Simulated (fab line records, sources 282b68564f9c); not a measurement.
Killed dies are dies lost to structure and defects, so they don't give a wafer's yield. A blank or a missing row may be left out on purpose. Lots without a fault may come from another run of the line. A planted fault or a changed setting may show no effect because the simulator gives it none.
fab line records | flow rit_cmos
record lots=7 wafers=21 last_day=6
route steps=202 shown GATE@77 FOX2@80
lots that met no fault: from a run of the same line without faults
start_h: hours from the record's first day to the start of the lot's first wafer shown | wait_h: hours since the lot's step before | " the same as in the row above | L1.1+2: a row that stands for several wafers | - no value, or no start given | * or withheld: withheld | < > ~ a bound
route shown NAME@n: a module of which the file shows steps, and the number in the route of the first | usual: mean/standard deviation of fault-free wafers | same: alike in all rows | chamber/n: place in a boat | sites: the reading at each site | _std_site: their standard deviation | _edge_site: outer sites' mean less inner sites' | radius_mm: how far each site lies from the wafer's centre | mask NAME#n: copy n | behind: the tool/chamber that last shaped the wafer | hold: why the lot was held/for how many hours/how that ended | device: the transistor (n, p or np) that didn't switch | end of line: the same wafers' tests at the end of the route | a step without rows: its recipe alone | killed: dies lost to structure and defects at the first sort, not the wafer's yield | map: a wafer's dies, x killed, . not, _ none there
set.NAME: the setting as run; set.NAME@STEP: as run at that earlier step | model.NAME: the simulator's own value behind a step, which no gauge read
lots at some steps of the route; a table a step, a row a wafer
services: from which hour (start_h, from the record's first day; less than 0 if before it) a tool's chamber was out of use, for how many hours, and why
## steps
# step RIT_GATE_CLEAN_02
# recipe chemistry=dHF dilution=50:1 time_s=30
# step RIT_GATE_CLEAN_03
# recipe chemistry=SC2 mix=3:3:50 time_s=600 temp_c=75 dry=n2_spin
# step RIT_GATE_CLEAN_04
# recipe chemistry=dHF dilution=50:1 time_s=60 dry=n2_spin
# step RIT_FOX2_THK_MEAS_91
# recipe reads=SiO2_of_FOX2_OXIDATION_00
# usual FIELD_OXIDE_LEFT_2_THK=251/6.7
# columns lot.wafer tool chamber start_h wait_h FIELD_OXIDE_LEFT_2_THK[nm]
L686.2 film_metro-03 - 33.75 0.0 264
L686.5 " - " " 261
L686.6 " - " " 263
L687.3 film_metro-03 - 39.02 0.0 255
L687.4 " - " " 258
L687.6 " - " " 253
L691.1 film_metro-01 - 58.86 0.0 254
L691.4 " - " " 257
L691.5 " - " " 256
L692.4 film_metro-01 - 62.71 0.0 248
L692.5 " - " " 246
L692.6 " - " " 250
L693.2 film_metro-02 - 67.61 0.0 247
L693.4 " - " " 242
L693.6 " - " " 245
L701.4 film_metro-02 - 106.94 0.0 258
L701.5 " - " " 257
L701.6 " - " " 257
L703.2 film_metro-02 - 117.93 0.0 243
L703.5 " - " " 245
L703.6 " - " " 238
# step RIT_GATE_OXIDATION_05
# recipe temp_c=900 ambient=O2 target_thk_a=30 ox_time_s=270
# step RIT_GATE_ANNEAL_06
# recipe temp_c=900 time_s=600 ambient=N2O
# step RIT_GATE_THK_MEAS_07
# recipe reads=SiO2_of_GATE_OXIDATION_05
# usual GATE_OXIDE_THK=2.98/0.051
# columns lot.wafer tool chamber start_h wait_h GATE_OXIDE_THK[nm]
L686.2 film_metro-02 - 35.38 0.0 3.08
L686.5 " - " " 3.10
L686.6 " - " " 3.08
L687.3 film_metro-03 - 40.40 0.0 2.96
L687.4 " - " " 2.94
L687.6 " - " " 2.96
L691.1 film_metro-01 - 60.25 0.0 2.99
L691.4 " - " " 2.91
L691.5 " - " " 2.96
L692.4 film_metro-02 - 64.09 0.0 2.89
L692.5 " - " " 2.87
L692.6 " - " " 2.92
L693.2 film_metro-01 - 69.00 0.0 3.00
L693.4 " - " " 2.96
L693.6 " - " " 2.92
L701.4 film_metro-02 - 109.11 0.0 3.01
L701.5 " - " " 3.01
L701.6 " - " " 3.01
L703.2 film_metro-03 - 120.24 0.0 2.89
L703.5 " - " " 2.95
L703.6 " - " " 2.97
# step RIT_GATE_CVD_08
# recipe material=poly-Si target_thk_nm=250 temp_c=610 precursor=SiH4 time_s=2220 pressure_mtorr=300 sih4_flow_sccm=100
# step RIT_GATE_THK_MEAS_09
# recipe reads=poly-Si_of_GATE_CVD_08
# usual GATE_POLY_THK=249.1/2.6
# columns lot.wafer tool chamber start_h wait_h GATE_POLY_THK[nm]
L686.2 film_metro-03 - 38.00 0.0 249.0
L686.5 " - " " 248.4
L686.6 " - " " 250.2
L687.3 film_metro-02 - 42.08 0.0 244.2
L687.4 " - " " 246.6
L687.6 " - " " 245.9
L691.1 film_metro-03 - 62.53 0.0 251.6
L691.4 " - " " 251.5
L691.5 " - " " 250.8
L692.4 film_metro-03 - 65.77 0.0 246.9
L692.5 " - " " 247.2
L692.6 " - " " 245.7
L693.2 film_metro-02 - 70.67 0.0 250.8
L693.4 " - " " 251.1
L693.6 " - " " 249.2
L701.4 film_metro-02 - 110.79 0.0 245.5
L701.5 " - " " 246.8
L701.6 " - " " 245.4
L703.2 film_metro-02 - 121.92 0.0 248.5
L703.5 " - " " 249.2
L703.6 " - " " 246.6
# step RIT_GATE_HMDS_10
# recipe prime_time_s=60 prime_temp_c=140
# step RIT_GATE_COAT_11
# recipe resist=NOVOLAK spin_rpm=4250 resist_thk_nm=850
# step RIT_GATE_SOFTBAKE_12
# recipe resist=NOVOLAK temp_c=90 time_s=60
# step RIT_GATE_EXPOSE_13
# recipe mask_id=M6 na=0.6 source_shape=conventional sigma_outer=0.6 target_cd_nm=150 dose_mj=380
# usual exposure_dose_mJ_cm2=379.0/1.4
# columns lot.wafer tool chamber start_h wait_h mask exposure_dose_mJ_cm2
L686.2 iline_stepper-02 0 38.79 0.2 M6#0 377.2
L686.5 " 0 " " M6#0 377.5
L686.6 " 0 " " M6#0 377.4
L687.3 iline_stepper-01 0 42.73 0.2 M6#0 379.8
L687.4 " 0 " " M6#0 379.8
L687.6 " 0 " " M6#0 380.1
L691.1 iline_stepper-01 0 63.18 0.1 M6#0 351.6
L691.4 " 0 " " M6#0 352.5
L691.5 " 0 " " M6#0 351.9
L692.4 iline_stepper-01 0 66.31 0.1 M6#0 357.8
L692.5 " 0 " " M6#0 357.6
L692.6 " 0 " " M6#0 357.5
L693.2 iline_stepper-01 0 71.19 0.1 M6#0 363.7
L693.4 " 0 " " M6#0 362.4
L693.6 " 0 " " M6#0 362.4
L701.4 iline_stepper-02 0 111.45 0.2 M6#0 377.6
L701.5 " 0 " " M6#0 377.6
L701.6 " 0 " " M6#0 377.2
L703.2 iline_stepper-02 0 122.57 0.2 M6#0 377.7
L703.5 " 0 " " M6#0 377.3
L703.6 " 0 " " M6#0 377.6
# step RIT_GATE_PEB_14
# recipe resist=NOVOLAK temp_c=withheld time_s=withheld
# step RIT_GATE_DEVELOP_15
# recipe resist=NOVOLAK develop_time_s=51.16 dev_temp_c=23
# columns lot.wafer tool chamber start_h wait_h model.GATE.cd_nm
L686.2 litho_track-03 0 - - 147.9
L686.5 " 0 " " 148.7
L686.6 " 0 " " 146.4
L687.3 litho_track-03 0 - - 145
L687.4 " 0 " " 147.4
L687.6 " 0 " " 146.1
L691.1 litho_track-02 0 - - 183.8
L691.4 " 0 " " 183.5
L691.5 " 0 " " 184.2
L692.4 litho_track-01 0 - - 180.7
L692.5 " 0 " " 183.1
L692.6 " 0 " " 180.3
L693.2 litho_track-02 0 - - 171
L693.4 " 0 " " 169.8
L693.6 " 0 " " 171.7
L701.4 litho_track-01 0 - - 144.4
L701.5 " 0 " " 147.7
L701.6 " 0 " " 147
L703.2 litho_track-02 0 - - 148.2
L703.5 " 0 " " 147.6
L703.6 " 0 " " 145.5
# step RIT_GATE_CD_MEAS_16
# recipe target_cd_nm=150
# usual cd_nm=147.7/2.5
# columns lot.wafer tool chamber start_h wait_h cd_nm
L686.2 cd_sem-02 - 39.19 - 147.7
L686.5 " - " " 149.0
L686.6 " - " " 146.5
L687.3 cd_sem-02 - 43.14 - 144.7
L687.4 " - " " 147.2
L687.6 " - " " 146.2
L691.1 cd_sem-02 - 63.68 - 183.7
L691.4 " - " " 183.5
L691.5 " - " " 184.1
L692.4 cd_sem-02 - 66.71 - 180.9
L692.5 " - " " 183.0
L692.6 " - " " 180.3
L693.2 cd_sem-02 - 71.61 - 171.3
L693.4 " - " " 169.6
L693.6 " - " " 171.4
L701.4 cd_sem-01 - 111.85 - 144.5
L701.5 " - " " 147.8
L701.6 " - " " 146.9
L703.2 cd_sem-01 - 122.97 - 147.9
L703.5 " - " " 147.8
L703.6 " - " " 145.4
# step RIT_GATE_OVL_MEAS_17
# usual GATE_OVL=0.2/1.7
# columns lot.wafer tool chamber start_h wait_h GATE_OVL[nm]
L686.2 overlay-02 - 39.30 0.1 -1.9
L686.5 " - " " 0.1
L686.6 " - " " 0.0
L687.3 overlay-02 - 43.23 0.1 0.4
L687.4 " - " " 0.9
L687.6 " - " " -0.7
L691.1 overlay-01 - 63.80 0.1 -0.6
L691.4 " - " " -2.2
L691.5 " - " " -1.1
L692.4 overlay-01 - 66.79 0.1 -0.5
L692.5 " - " " -0.3
L692.6 " - " " -1.3
L693.2 overlay-01 - 71.72 0.1 0.3
L693.4 " - " " 0.6
L693.6 " - " " -1.0
L701.4 overlay-02 - 111.93 0.1 0.1
L701.5 " - " " -1.5
L701.6 " - " " 0.4
L703.2 overlay-02 - 123.07 0.1 2.2
L703.5 " - " " 1.7
L703.6 " - " " 4.6
# step RIT_GATE_HARDBAKE_18
# recipe resist=NOVOLAK temp_c=140 time_s=60
# step RIT_GATE_ETCH_19
# recipe chemistry=SF6/CHF3/O2 time_s=165 SF6_flow_sccm=30 CHF3_flow_sccm=30 O2_flow_sccm=5 target=poly-Si pressure_mtorr=40 rf_w=160 target_depth_a=3125 over_etch_frac=0.25 stop_on=SiO2
# usual drypump_motor_current_A=6.0/0.57 oes_product_au=0.853/0.014 throttle_valve_pct=10.29/0.13
# columns lot.wafer tool chamber start_h wait_h drypump_motor_current_A oes_product_au rf_hours_counter_h throttle_valve_pct model.GATE.cd_nm
L686.2 rie_si-01 0 39.61 0.1 5.4 0.833 116 10.52 148
L686.5 " 2 " " 6.5 0.846 - 10.24 148.6
L686.6 " 1 " " 6.3 0.828 - 10.49 146.4
L687.3 rie_si-02 0 43.40 0.1 6.2 0.862 133 10.10 145
L687.4 " 1 " " 5.7 0.845 158 10.23 147.4
L687.6 " 0 " " 6.2 0.859 - 10.08 146
L691.1 rie_si-02 1 63.98 0.1 5.7 0.861 158 10.23 183.8
L691.4 " 0 " " 6.2 0.875 133 10.10 183.5
L691.5 " 0 " " 6.3 0.881 - 10.10 184.1
L692.4 rie_si-01 1 66.96 0.1 6.3 0.832 135 10.47 180.7
L692.5 " 3 " " 4.9 0.846 - 10.36 183.3
L692.6 " 2 " " 6.5 0.842 - 10.26 180.3
L693.2 rie_si-02 1 71.90 0.1 5.7 0.857 158 10.22 170.9
L693.4 " 3 " " 6.6 0.865 91 10.17 169.8
L693.6 " 3 " " 6.6 0.868 - 10.17 171.8
L701.4 rie_si-02 3 112.10 0.1 6.6 0.869 91 10.16 144.5
L701.5 " 3 " " 6.6 0.866 - 10.17 147.8
L701.6 " 2 " " 5.7 0.852 - 10.27 147.1
L703.2 rie_si-02 3 123.25 0.1 6.7 0.862 91 10.16 148.2
L703.5 " 1 " " 5.7 0.873 - 10.25 147.6
L703.6 " 0 " " 6.2 0.869 - 10.10 145.5
# step RIT_GATE_STRIP_20
# recipe chemistry=O2 time_s=180 resist=NOVOLAK platen_temp_c=withheld power_w=500 pressure_mtorr=4000 o2_flow_sccm=4000
# usual drypump_motor_current_A=5.6/0.35
# columns lot.wafer tool chamber start_h wait_h drypump_motor_current_A rf_hours_counter_h
L686.2 plasma_asher-03 1 39.72 0.1 6.0 37
L686.5 " 0 " " 5.0 -
L686.6 " 1 " " 6.0 -
L687.3 plasma_asher-01 1 43.57 0.1 6.0 -
L687.4 " 0 " " 5.1 -
L687.6 " 0 " " 5.1 -
L691.1 plasma_asher-01 1 64.09 0.1 5.9 43
L691.4 " 1 " " 5.9 -
L691.5 " 0 " " 5.1 -
L692.4 plasma_asher-03 1 67.12 0.1 5.9 -
L692.5 " 0 " " 5.0 -
L692.6 " 1 " " 5.9 -
L693.2 plasma_asher-01 0 72.00 0.1 5.1 44
L693.4 " 0 " " 5.1 -
L693.6 " 0 " " 5.1 -
L701.4 plasma_asher-02 1 112.26 0.1 5.7 -
L701.5 " 1 " " 5.7 -
L701.6 " 0 " " 5.6 -
L703.2 plasma_asher-02 1 123.36 0.1 5.7 32
L703.5 " 1 " " 5.7 -
L703.6 " 0 " " 5.6 -
## services
# columns tool chamber start_h hours kind
iline_stepper-01 - 30.54 1.7 pm
rie_si-01 0 40.14 7.6 repair
iline_stepper-02 - 63.48 0.7 repair
rie_si-02 1 73.90 - clean
rie_si-02 1 73.90 14.7 scheduled_down
rie_si-02 1 73.90 14.7 vent_cycle
rie_si-02 - 86.49 2.8 pm
plasma_asher-02 - 86.70 8.5 repair
rie_si-02 - 93.40 0.1 repair
iline_stepper-01 0 96.05 - calibration
plasma_asher-02 - 108.22 1.9 repair
iline_stepper-02 - 108.39 1.7 pm
plasma_asher-03 - 108.75 9.0 pm
plasma_asher-03 0 108.75 9.0 vent_cycle
plasma_asher-03 1 108.75 9.0 vent_cycle
plasma_asher-01 - 115.41 1.7 repair
plasma_asher-03 0 117.75 - clean
plasma_asher-03 1 117.75 - clean
## key
first_sign step=RIT_GATE_EXPOSE_13 reading=exposure_dose_mJ_cm2 direction=down sigmas=15 usual=379.0 struck=357.5
effect step=RIT_GATE_CD_MEAS_16 reading=cd_nm direction=up sigmas=12 usual=147.7 struck=178.6 through=control_loop
model_effect step=RIT_GATE_DEVELOP_15 value=GATE.cd_nm without=146.5 struck=178.7
model_effect step=RIT_GATE_ETCH_19 value=GATE.cd_nm without=146.5 struck=178.7
met_at RIT_GATE_EXPOSE_13
struck_wafers L691.1,L691.4,L691.5,L692.4,L692.5,L692.6,L693.2,L693.4,L693.6
later_rows_left_out L691.1,L691.4,L691.5,L692.4,L692.5,L692.6
sort_left_out L691.1,L691.4,L691.5,L692.4,L692.5,L692.6,L693.2,L693.4,L693.6
tester_left_out L691,L692,L693
loop_trim step=RIT_GATE_EXPOSE_13 setting=dose lots=L692,L693
onset_between 42.73 63.18
fault kind=process_parameter_drift tool=iline_stepper-01 chamber=- onset_h=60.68 steps=RIT_GATE_EXPOSE_13 channel=dose_mj offset=-28.224 shape=step acts_in=these_recipes_only stated=380
# tester_left_out: of these lots the tester's yield and bins aren't shown, on N5 and GAA mostly nor the transistor test; their killed dies are dies lost to structure and defects alone, not to doping, threshold or leakage, so they don't give the yield
# sort_left_out: the simulated sort isn't trusted on such a fault, so these wafers' sort isn't shown, and their yield isn't known
# later_rows_left_out: the simulator's readings of these wafers behind a module that went badly wrong aren't trusted and aren't shown, but for the sort
# loop_trim: a control loop set the setting to another value than it would have without faults
